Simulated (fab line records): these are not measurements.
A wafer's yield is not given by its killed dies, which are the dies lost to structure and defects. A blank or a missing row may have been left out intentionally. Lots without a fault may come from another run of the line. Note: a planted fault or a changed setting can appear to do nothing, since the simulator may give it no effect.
fab line records | flow berkeleyCmos170
record lots=5 wafers=23
route steps=331 shown PWELL@39 ACTIVE@68 FIELD@90 GATE@135 NLDD@167 BACKSIDE@199 SILICIDE@211
startH: hours from the record's first day to the start of the lot's first wafer shown | waitH: hours from the lot's prior step to this one | " identical to the entry in the row above | L1.1+2: a row that stands for several wafers | - either no value or no given start | * or withheld: withheld | < > ~ a bound
route shown NAME@n: a module of which the file shows steps, and the number in the route of the first | usual: mean/standard deviation of fault-free wafers | same: alike in all rows | chamber/n: place in a boat | sites: the reading at each site | _std_site: standard deviation across them | _edge_site: mean of outer sites minus mean of inner sites | radiusMm: how far each site lies from the wafer's centre | mask NAME#n: copy n | behind: the most recent tool/chamber to have shaped the wafer | hold: the reason the lot was held/the length of the hold in hours/how it ended | device: transistor that didn't switch, given as n, p or np | end of line: the route-end tests of the same wafers | a step with no rows: only its recipe | killed: at the first sort, the dies lost to defects and structure; wafer yield is something else | map: a wafer's dies, x killed, . not, _ none there
set.NAME: the setting that was run; set.NAME@STEP: the one run at that earlier step | model.NAME: the simulator's own value behind a step, which no gauge read
lots with deliberately changed settings; one table per step, one row per wafer
## steps
# step UCB170_PWELL_CVD_05
# recipe material=Si3N4 targetThkNm=220 tempC=800 precursor=SiH2Cl2/NH3 timeS=3300 pressureMtorr=200 sih2cl2FlowSccm=25 nh3FlowSccm=75
# columns lot.wafer tool chamber startH waitH set.sih2cl2FlowSccm model.Si3N4_of_PWELL_CVD_05.thkNm
L076.1 - - - - 21.97 212.2
L076.2 " - " " 21.97 212.6
L076.4+5 " - " " 21.97 212.8
L076.6 " - " " 21.97 210.2
L078.1 lpcvd-01 1 73.10 0.0 25 216.1
L078.3 " 1 " " 25 216.6
L078.5 " 1 " " 25 216.7
L080.1 - - - - 25 218.9
L080.2 " - " " 25 220.4
L080.3 " - " " 25 218.3
L080.4 " - " " 25 221.3
L080.5 " - " " 25 218.2
L082.1 - - - - 25 216.5
L082.2 " - " " 25 217
L082.4 " - " " 25 218.6
L082.5 " - " " 25 216.9
L082.6 " - " " 25 217.3
L084.1 - - - - 21.84 210.9
L084.2 " - " " 21.84 210.8
L084.4 " - " " 21.84 212.4
L084.5 " - " " 21.84 211.5
L084.6 " - " " 21.84 210
# step UCB170_ACTIVE_COAT_08
# recipe resist=KrF spinRpm=1500 resistThkNm=900
# columns lot.wafer tool chamber startH waitH set.spinRpm model.KrF_of_ACTIVE_COAT_08.thkNm
L076.1 lithoTrack-01 0 98.34 0.1 1500 898.6
L076.2 " 0 " " 1500 901.5
L076.4+6 " 0 " " 1500 900
L076.5 " 0 " " 1500 902.2
L078.1 lithoTrack-04 0 112.05 0.1 1500 900.6
L078.3 " 0 " " 1500 898
L078.5 " 0 " " 1500 901.3
L080.1 lithoTrack-01 0 129.30 0.1 1500 896
L080.2 " 0 " " 1500 895.4
L080.3 " 0 " " 1409 924.1
L080.4 " 0 " " 1409 924.9
L080.5 " 0 " " 1500 896.6
L082.1 lithoTrack-01 0 136.86 0.1 1500 898
L082.2 " 0 " " 1417 925
L082.4 " 0 " " 1417 924.3
L082.5 " 0 " " 1500 899.8
L082.6 " 0 " " 1500 900.3
L084.1 lithoTrack-02 0 136.94 0.1 1500 899.9
L084.2 " 0 " " 1571 878.2
L084.4 " 0 " " 1500 897.9
L084.5 " 0 " " 1571 876
L084.6 " 0 " " 1500 899.4
# step UCB170_ACTIVE_PEB_11
# recipe pebTempC=130 pebTimeS=withheld resist=KrF
# columns lot.wafer tool chamber startH waitH set.pebTempC
L076.1+2+5 lithoTrack-04 0 98.75 0.1 130
L076.4+6 " 0 " " 127.9
L078.1+3+5 lithoTrack-02 0 112.69 0.2 130
L080.1+3 lithoTrack-04 0 130.00 0.3 130
L080.2+4+5 " 0 " " 126.2
L082.1+2+4+5+6 lithoTrack-04 0 137.76 0.6 130
L084.1+2+6 lithoTrack-01 0 138.16 0.7 130
L084.4+5 " 0 " " 127.5
# step UCB170_ACTIVE_DEVELOP_12
# recipe developer=TMAH developTimeS=45 resist=KrF devTempC=21
# step UCB170_ACTIVE_CD_MEAS_13
# recipe targetCdNm=1200
# usual cdNm=1199.3/1.7
# columns lot.wafer tool chamber startH waitH set.pebTempC@ACTIVE_PEB_11 cdNm
L076.1 cdSem-02 - 99.03 - 130 1197.2
L076.2 " - " " 130 1198.2
L076.4 " - " " 127.9 1214.0
L076.5 " - " " 130 1199.4
L076.6 " - " " 127.9 1213.0
L078.1 cdSem-01 - 112.99 - 130 1196.3
L078.3 " - " " 130 1197.2
L078.5 " - " " 130 1197.1
L080.1 cdSem-02 - 130.27 - 130 1198.8
L080.2 " - " " 126.2 1230.6
L080.3 " - " " 130 1200.0
L080.4 " - " " 126.2 1231.3
L080.5 " - " " 126.2 1230.0
L082.1 cdSem-02 - 138.03 - 130 1199.4
L082.2 " - " " 130 1201.7
L082.4 " - " " 130 1200.5
L082.5 " - " " 130 1198.3
L082.6 " - " " 130 1200.3
L084.1 cdSem-02 - 138.44 - 130 1201.4
L084.2 " - " " 130 1200.1
L084.4 " - " " 127.5 1219.6
L084.5 " - " " 127.5 1219.2
L084.6 " - " " 130 1201.3
# step UCB170_ACTIVE_ETCH_15
# recipe chemistry=CH3F/Ar/O2 target=Si3N4 stopOn=SiO2 CH3F_flow_sccm=20 Ar_flow_sccm=50 O2_flow_sccm=7 pressureMtorr=50 rfW=450 targetDepthA=2420 overEtchFrac=0.1 timeS=151
# columns lot.wafer tool chamber startH waitH set.spinRpm@ACTIVE_COAT_08 set.pebTempC@ACTIVE_PEB_11 model.ACTIVE.cdNm model.KrF_of_ACTIVE_COAT_08.thkNm
L076.1 rieDiel-04 0 99.18 0.0 1500 130 1197 722.2
L076.2 " 1 " " 1500 130 1198 728.6
L076.4 " 2 " " 1500 127.9 1214 725.4
L076.5 " 2 " " 1500 130 1200 726.1
L076.6 " 3 " " 1500 127.9 1213 723.6
L078.1 rieDiel-04 3 113.14 0.0 1500 130 1196 723.8
L078.3 " 1 " " 1500 130 1197 720.1
L078.5 " 1 " " 1500 130 1197 723.9
L080.1 rieDiel-01 1 130.43 0.0 1500 130 1199 718.2
L080.2 " 2 " " 1500 126.2 1230 720
L080.3 " 0 " " 1409 130 1200 750.1
L080.4 " 1 " " 1409 126.2 1231 748.7
L080.5 " 0 " " 1500 126.2 1230 721.4
L082.1 rieDiel-04 2 138.19 0.0 1500 130 1200 719.2
L082.2 " 1 " " 1417 130 1202 746.1
L082.4 " 0 " " 1417 130 1201 745.7
L082.5 " 2 " " 1500 130 1198 720.3
L082.6 " 3 " " 1500 130 1200 721.3
L084.1 rieDiel-03 2 138.59 0.0 1500 130 1201 720.6
L084.2 " 1 " " 1571 130 1200 702.7
L084.4 " 0 " " 1500 127.5 1220 720.4
L084.5 " 0 " " 1571 127.5 1219 697.3
L084.6 " 3 " " 1500 130 1201 720.5
# step UCB170_ACTIVE_STRIP_16
# recipe chemistry=O2 powerW=400 pressureMtorr=3500 platenTempC=withheld o2FlowSccm=400 overashFraction=0.5
# usual stripTimeToEndpointS=18.04/0.069
# columns lot.wafer tool chamber startH waitH set.spinRpm@ACTIVE_COAT_08 stripTimeToEndpointS
L076.1 plasmaAsher-03 1 99.28 0.1 1500 18.04
L076.2 " 0 " " 1500 18.16
L076.4 " 0 " " 1500 18.11
L076.5 " 0 " " 1500 18.12
L076.6 " 1 " " 1500 18.06
L078.1 plasmaAsher-03 1 113.24 0.1 1500 18.06
L078.3 " 1 " " 1500 17.98
L078.5 " 0 " " 1500 18.07
L080.1 plasmaAsher-01 0 130.53 0.1 1500 17.93
L080.2 " 1 " " 1500 17.99
L080.3 " 0 " " 1409 18.70
L080.4 " 1 " " 1409 18.67
L080.5 " 1 " " 1500 18.01
L082.1 plasmaAsher-01 0 138.29 0.1 1500 17.95
L082.2 " 1 " " 1417 18.59
L082.4 " 1 " " 1417 18.58
L082.5 " 1 " " 1500 17.98
L082.6 " 0 " " 1500 18.02
L084.1 plasmaAsher-02 1 138.70 0.1 1500 17.99
L084.2 " 0 " " 1571 17.55
L084.4 " 0 " " 1500 17.99
L084.5 " 1 " " 1571 17.43
L084.6 " 0 " " 1500 18.00
# step UCB170_ACTIVE_CD_MEAS_90
# recipe targetCdNm=1200
# usual cdNm=1199.2/1.7
# columns lot.wafer tool chamber startH waitH set.pebTempC@ACTIVE_PEB_11 cdNm
L076.1 cdSem-02 - 99.38 0.1 130 1197.0
L076.2 " - " " 130 1198.5
L076.4 " - " " 127.9 1214.2
L076.5 " - " " 130 1199.7
L076.6 " - " " 127.9 1213.1
L078.1 cdSem-01 - 113.34 0.1 130 1196.1
L078.3 " - " " 130 1197.3
L078.5 " - " " 130 1197.3
L080.1 cdSem-01 - 130.63 0.1 130 1198.8
L080.2 " - " " 126.2 1230.4
L080.3 " - " " 130 1200.1
L080.4 " - " " 126.2 1231.1
L080.5 " - " " 126.2 1229.8
L082.1 cdSem-01 - 138.39 0.1 130 1200.0
L082.2 " - " " 130 1201.5
L082.4 " - " " 130 1200.6
L082.5 " - " " 130 1198.1
L082.6 " - " " 130 1200.1
L084.1 cdSem-01 - 138.83 0.1 130 1201.0
L084.2 " - " " 130 1200.0
L084.4 " - " " 127.5 1219.9
L084.5 " - " " 127.5 1219.1
L084.6 " - " " 130 1201.0
# step UCB170_FIELD_OXIDATION_01
# recipe tempC=1000 ambient=H2O pH2oTorr=584.62 targetThkA=5583 oxTimeS=7200
# columns lot.wafer tool chamber startH waitH set.oxTimeS model.SiO2_of_FIELD_OXIDATION_01.thkNm
L076.1 - - - 5.4 6457 534.3
L076.2 " - " " 6457 525.4
L076.4 " - " " 6457 521.8
L076.5 " - " " 6457 528.3
L076.6 " - " " 6457 532.3
L078.1 furnace-04 0 122.44 6.7 7200 547.5
L078.3 " 0 " " 7200 556.3
L078.5 " 0 " " 7200 549
L080.1 - - - 3.3 8109 616.9
L080.2 " - " " 8109 616.3
L080.3 " - " " 8109 620.3
L080.4 " - " " 8109 619.7
L080.5 " - " " 8109 615.2
L082.1 - - - 4.5 6612 535.3
L082.2 " - " " 6612 551.3
L082.4 " - " " 6612 539
L082.5 " - " " 6612 540.8
L082.6 " - " " 6612 545.1
L084.1 - - - 4.4 7200 581.1
L084.2 " - " " 7200 587.8
L084.4 " - " " 7200 577.6
L084.5 " - " " 7200 589
L084.6 " - " " 7200 588.3
# step UCB170_GATE_EXPOSE_09
# recipe maskId=POLY targetCdNm=350 na=0.5 sigmaOuter=0.6 sourceShape=conventional doseMj=21
# columns lot.wafer tool chamber startH waitH mask set.doseMj
L076.1+2+6 krfScanner-02 0 153.30 - POLY#0 21
L076.4+5 " 0 " " POLY#0 21.74
L078.1+3+5 krfScanner-02 0 172.44 - POLY#0 21
L080.1+2+4 krfScanner-02 0 183.62 - POLY#0 21
L080.3+5 " 0 " " POLY#0 22.04
L082.1+2+4+5+6 krfScanner-02 0 201.23 - POLY#0 21
L084.1+2+5 krfScanner-01 0 201.48 - POLY#0 21
L084.4+6 " 0 " " POLY#0 22.22
# step UCB170_GATE_PEB_10
# recipe pebTempC=130 pebTimeS=withheld resist=KrF
# step UCB170_GATE_DEVELOP_11
# recipe developer=TMAH developTimeS=45 resist=KrF devTempC=21
# step UCB170_GATE_CD_MEAS_12
# recipe targetCdNm=350
# usual cdNm=349.6/1.2
# columns lot.wafer tool chamber startH waitH set.doseMj@GATE_EXPOSE_09 cdNm
L076.1 cdSem-01 - 154.10 - 21 349.6
L076.2 " - " " 21 348.7
L076.4 " - " " 21.74 343.3
L076.5 " - " " 21.74 341.9
L076.6 " - " " 21 349.9
L078.1 cdSem-01 - 173.06 - 21 347.8
L078.3 " - " " 21 348.8
L078.5 " - " " 21 348.3
L080.1 cdSem-01 - 184.01 - 21 348.9
L080.2 " - " " 21 348.7
L080.3 " - " " 22.04 339.7
L080.4 " - " " 21 349.0
L080.5 " - " " 22.04 340.4
L082.1 cdSem-01 - 201.72 - 21 349.8
L082.2 " - " " 21 350.6
L082.4 " - " " 21 350.0
L082.5 " - " " 21 349.0
L082.6 " - " " 21 350.0
L084.1 cdSem-02 - 201.99 - 21 349.8
L084.2 " - " " 21 348.3
L084.4 " - " " 22.22 338.8
L084.5 " - " " 21 348.6
L084.6 " - " " 22.22 339.2
# step UCB170_GATE_ETCH_14
# recipe chemistry=N2/H2 targetDepthA=withheld overetchA=withheld target=BARC timeS=withheld sourceW=500 biasW=100 pressureMtorr=30 n2FlowSccm=100 h2FlowSccm=200
# columns lot.wafer tool chamber startH waitH set.biasW
L076.1+4+6 rieDiel-02 1,2,0 154.25 0.0 107.3
L076.2+5 " 0,1 " " 100
L078.1+3+5 rieDiel-01 1,2,1 173.22 0.0 100
L080.1+2 rieDiel-03 3,0 184.17 0.0 96.21
L080.3+4+5 " 1,2,2 " " 100
L082.1+2 rieDiel-02 0,3 201.87 0.0 92.14
L082.4+5+6 " 2,2,1 " " 100
L084.1+6 rieDiel-01 0 202.15 0.0 100
L084.2+4+5 " 2,3,1 " " 92.7
# step UCB170_GATE_ETCH_15
# recipe chemistry=HBr/Cl2 target=poly-Si stopOn=SiO2 overEtchFrac=0.3 icpW=300 biasW=150 timeS=56.3 pressureMtorr=15 HBr_flow_sccm=150 Cl2_flow_sccm=50 targetDepthA=2782
# columns lot.wafer tool chamber startH waitH set.doseMj@GATE_EXPOSE_09 model.GATE.cdNm
L076.1 rieSi-02 1 154.29 - 21 350.1
L076.2 " 2 " " 21 348.7
L076.4 " 0 " " 21.74 343.9
L076.5 " 2 " " 21.74 342.4
L076.6 " 3 " " 21 350.6
L078.1 rieSi-01 0 173.26 - 21 347.4
L078.3 " 1 " " 21 349.5
L078.5 " 0 " " 21 348
L080.1 rieSi-02 0 184.21 - 21 348.6
L080.2 " 2 " " 21 349.2
L080.3 " 3 " " 22.04 340.1
L080.4 " 1 " " 21 348.9
L080.5 " 1 " " 22.04 340.2
L082.1+6 rieSi-01 0,2 201.92 - 21 350.4
L082.2 " 2 " " 21 351.5
L082.4 " 3 " " 21 350.3
L082.5 " 3 " " 21 349.2
L084.1 rieSi-02 1 202.19 - 21 349.4
L084.2 " 2 " " 21 347.8
L084.4 " 0 " " 22.22 338.2
L084.5 " 3 " " 21 -
L084.6 " 0 " " 22.22 339.5
# step UCB170_GATE_STRIP_16
# recipe chemistry=O2 powerW=400 pressureMtorr=3500 platenTempC=withheld o2FlowSccm=400 overashFraction=0.5
# step UCB170_GATE_CD_MEAS_90
# recipe targetCdNm=350
# usual cdNm=349.8/1.5
# columns lot.wafer tool chamber startH waitH set.doseMj@GATE_EXPOSE_09 cdNm
L076.1 cdSem-01 - 154.50 0.1 21 350.1
L076.2 " - " " 21 348.4
L076.4 " - " " 21.74 343.8
L076.5 " - " " 21.74 342.3
L076.6 " - " " 21 350.6
L078.1 cdSem-02 - 173.41 0.1 21 347.0
L078.3 " - " " 21 349.3
L078.5 " - " " 21 348.1
L080.1 cdSem-01 - 184.37 0.1 21 348.6
L080.2 " - " " 21 349.1
L080.3 " - " " 22.04 340.1
L080.4 " - " " 21 349.2
L080.5 " - " " 22.04 340.1
L082.1 cdSem-01 - 202.06 0.1 21 350.5
L082.2 " - " " 21 351.4
L082.4 " - " " 21 350.9
L082.5 " - " " 21 349.1
L082.6 " - " " 21 350.4
L084.1 cdSem-01 - 202.34 0.1 21 349.3
L084.2 " - " " 21 347.9
L084.4 " - " " 22.22 337.9
L084.5 " - " " 21 349.0
L084.6 " - " " 22.22 339.7
# step UCB170_NLDD_IMPLANT_09
# recipe species=As doseCm2=5e+13 energyKev=30 tiltDeg=7 rotationDeg=180
# columns lot.wafer tool chamber startH waitH set.doseCm2
L076.1+2+5 implanter-02 0 158.20 0.1 4.791e+13
L076.4+6 " 0 " " 5e+13
L078.1+3+5 implanter-02 0 177.44 0.1 5e+13
L080.1+4+5 implanter-03 0 188.81 0.1 5e+13
L080.2+3 " 0 " " 5.217e+13
L082.1+2+4+5+6 implanter-01 0 206.37 0.1 5e+13
L084.1+2+4+5+6 implanter-03 0 206.77 0.1 5e+13
# step UCB170_BACKSIDE_HMDS_00
# recipe primeTimeS=60 primeTempC=100
# columns lot.wafer tool chamber startH waitH set.primeTimeS
L076.1+4+6 lithoTrack-02 0 168.78 0.4 60
L076.2+5 " 0 " " 68.97
L078.1+3+5 lithoTrack-01 0 189.44 0.0 60
L080.1+2+3+4+5 lithoTrack-02 0 203.53 0.6 60
L084.1+2 lithoTrack-01 0 221.88 0.0 63.56
L084.4+5+6 " 0 " " 60
L082.1+2+4+5+6 lithoTrack-03 0 222.09 0.2 60
# step UCB170_BACKSIDE_COAT_01
# recipe resist=KrF spinRpm=1500 resistThkNm=900
# step UCB170_BACKSIDE_SOFTBAKE_02
# recipe resist=KrF tempC=130 timeS=60
# step UCB170_SDANNEAL_RS_MEAS_05
# recipe thkMeasGauge=four-point-probe
# usual NLDD_RS=615.3/1.7
# columns lot.wafer tool chamber startH waitH set.doseCm2@NLDD_IMPLANT_09 NLDD_RS[ohm/sq]
L076.1 filmMetro-03 - 169.99 0.1 4.791e+13 629.2
L076.2 " - " " 4.791e+13 626.8
L076.4 " - " " 5e+13 619.1
L076.5 " - " " 4.791e+13 626.8
L076.6 " - " " 5e+13 619.3
L078.1 filmMetro-04 - 190.65 0.1 5e+13 615.6
L078.3 " - " " 5e+13 616.1
L078.5 " - " " 5e+13 615.7
L080.1 filmMetro-04 - 204.74 0.1 5e+13 615.1
L080.2 " - " " 5.217e+13 605.5
L080.3 " - " " 5.217e+13 606.5
L080.4 " - " " 5e+13 614.0
L080.5 " - " " 5e+13 615.8
L084.1 filmMetro-04 - 223.09 0.1 5e+13 615.0
L084.2 " - " " 5e+13 613.6
L084.4 " - " " 5e+13 612.5
L084.5 " - " " 5e+13 612.7
L084.6 " - " " 5e+13 613.8
L082.1 filmMetro-02 - 223.30 0.1 5e+13 610.5
L082.2 " - " " 5e+13 612.1
L082.4 " - " " 5e+13 612.2
L082.5 " - " " 5e+13 611.1
L082.6 " - " " 5e+13 612.0
# step UCB170_SILICIDE_SPUTTER_01
# recipe material=Ti targetThkNm=30 timeS=25 powerW=1500 chamberPressurePa=0.5
# columns lot.wafer tool chamber startH waitH set.powerW model.Ti_of_SILICIDE_SPUTTER_01.thkNm
L076.1 pvdSputter-02 - 170.18 0.0 1500 29.95
L076.2 " - " " 1500 30.04
L076.4 " - " " 1443 28.63
L076.5 " - " " 1443 28.57
L076.6 " - " " 1500 29.8
L078.1 pvdSputter-03 - 190.83 0.0 1500 29.81
L078.3 " - " " 1500 29.72
L078.5 " - " " 1500 29.87
L080.1 pvdSputter-04 - 204.92 0.0 1675 33.42
L080.2 " - " " 1500 29.93
L080.3 " - " " 1675 33.33
L080.4 " - " " 1675 33.45
L080.5 " - " " 1500 29.75
L084.1 pvdSputter-03 - 223.28 0.0 1324 25.78
L084.2 " - " " 1324 25.62
L084.4 " - " " 1500 29.29
L084.5 " - " " 1500 29.2
L084.6 " - " " 1324 25.6
L082.1 pvdSputter-04 - 223.49 0.0 1500 30.66
L082.2 " - " " 1599 32.48
L082.4 " - " " 1500 30.5
L082.5 " - " " 1500 30.54
L082.6 " - " " 1599 32.35
# step UCB170_SILICIDE_RS_MEAS_02
# recipe thkMeasGauge=four-point-probe reads=Ti_of_SILICIDE_SPUTTER_01
# usual SILICIDE_TI_RS=26.2/0.37
# columns lot.wafer tool chamber startH waitH set.powerW@SILICIDE_SPUTTER_01 SILICIDE_TI_RS[ohm/sq]
L076.1 filmMetro-01 - 170.21 0.0 1500 26.2
L076.2 " - " " 1500 26.1
L076.4 " - " " 1443 27.6
L076.5 " - " " 1443 27.7
L076.6 " - " " 1500 26.3
L078.1 filmMetro-01 - 190.86 0.0 1500 26.3
L078.3 " - " " 1500 26.5
L078.5 " - " " 1500 26.2
L080.1 filmMetro-04 - 204.98 0.0 1675 23.0
L080.2 " - " " 1500 26.2
L080.3 " - " " 1675 23.1
L080.4 " - " " 1675 23.0
L080.5 " - " " 1500 26.4
L084.1 filmMetro-01 - 223.31 0.0 1324 31.2
L084.2 " - " " 1324 31.4
L084.4 " - " " 1500 26.9
L084.5 " - " " 1500 26.9
L084.6 " - " " 1324 31.5
L082.1 filmMetro-02 - 223.52 0.0 1500 25.4
L082.2 " - " " 1599 23.7
L082.4 " - " " 1500 25.6
L082.5 " - " " 1500 25.6
L082.6 " - " " 1599 23.9
# step UCB170_SILICIDE_THK_MEAS_03
# recipe thkMeasGauge=xrf reads=Ti_of_SILICIDE_SPUTTER_01
# usual SILICIDE_TI_THK=30.1/0.35
# columns lot.wafer tool chamber startH waitH set.powerW@SILICIDE_SPUTTER_01 SILICIDE_TI_THK[nm]
L076.1 filmMetro-01 - 170.33 0.1 1500 30.1
L076.2 " - " " 1500 30.2
L076.4 " - " " 1443 28.7
L076.5 " - " " 1443 28.7
L076.6 " - " " 1500 29.9
L078.1 filmMetro-01 - 190.98 0.1 1500 29.8
L078.3 " - " " 1500 29.8
L078.5 " - " " 1500 30.0
L080.1 filmMetro-04 - 205.10 0.1 1675 33.8
L080.2 " - " " 1500 30.1
L080.3 " - " " 1675 33.5
L080.4 " - " " 1675 33.7
L080.5 " - " " 1500 29.9
L084.1 filmMetro-01 - 223.43 0.1 1324 26.0
L084.2 " - " " 1324 25.7
L084.4 " - " " 1500 29.3
L084.5 " - " " 1500 29.3
L084.6 " - " " 1324 25.8
L082.1 filmMetro-02 - 223.64 0.1 1500 30.9
L082.2 " - " " 1599 32.5
L082.4 " - " " 1500 30.7
L082.5 " - " " 1500 30.7
L082.6 " - " " 1599 32.5
## key
split step=UCB170_PWELL_CVD_05 setting=sih2cl2FlowSccm stated=25 by=lot
response step=UCB170_PWELL_CVD_05 reading=model.Si3N4_of_PWELL_CVD_05.thkNm change=+0.511 per=1% r=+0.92
split step=UCB170_ACTIVE_COAT_08 setting=spinRpm stated=1500 by=wafer
response step=UCB170_ACTIVE_COAT_08 reading=model.KrF_of_ACTIVE_COAT_08.thkNm change=-4.64 per=1% r=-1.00
response step=UCB170_ACTIVE_ETCH_15 reading=model.KrF_of_ACTIVE_COAT_08.thkNm change=-4.66 per=1% r=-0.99
response step=UCB170_ACTIVE_STRIP_16 reading=stripTimeToEndpointS change=* per=1% r=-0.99
split step=UCB170_ACTIVE_PEB_11 setting=pebTempC stated=130 by=wafer
response step=UCB170_ACTIVE_CD_MEAS_13 reading=cdNm change=-10.2 per=1% r=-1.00
response step=UCB170_ACTIVE_ETCH_15 reading=model.ACTIVE.cdNm change=-10.2 per=1% r=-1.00
response step=UCB170_ACTIVE_CD_MEAS_90 reading=cdNm change=-10.2 per=1% r=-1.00
split step=UCB170_FIELD_OXIDATION_01 setting=oxTimeS stated=7200 by=lot
response step=UCB170_FIELD_OXIDATION_01 reading=model.SiO2_of_FIELD_OXIDATION_01.thkNm change=+3.8 per=1% r=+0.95
split step=UCB170_GATE_EXPOSE_09 setting=doseMj stated=21 by=wafer
response step=UCB170_GATE_CD_MEAS_12 reading=cdNm change=-1.77 per=1% r=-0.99
response step=UCB170_GATE_ETCH_15 reading=model.GATE.cdNm change=-1.75 per=1% r=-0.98
response step=UCB170_GATE_CD_MEAS_90 reading=cdNm change=-1.77 per=1% r=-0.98
split step=UCB170_GATE_ETCH_14 setting=biasW stated=100 by=wafer
response none clear
split step=UCB170_NLDD_IMPLANT_09 setting=doseCm2 stated=5e+13 by=wafer
response step=UCB170_SDANNEAL_RS_MEAS_05 reading=NLDD_RS change=-2.04 per=1% r=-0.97
split step=UCB170_BACKSIDE_HMDS_00 setting=primeTimeS stated=60 by=wafer
response none clear
split step=UCB170_SILICIDE_SPUTTER_01 setting=powerW stated=1500 by=wafer
response step=UCB170_SILICIDE_SPUTTER_01 reading=model.Ti_of_SILICIDE_SPUTTER_01.thkNm change=+0.304 per=1% r=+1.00
response step=UCB170_SILICIDE_RS_MEAS_02 reading=SILICIDE_TI_RS change=-0.323 per=1% r=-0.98
response step=UCB170_SILICIDE_THK_MEAS_03 reading=SILICIDE_TI_THK change=+0.302 per=1% r=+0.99
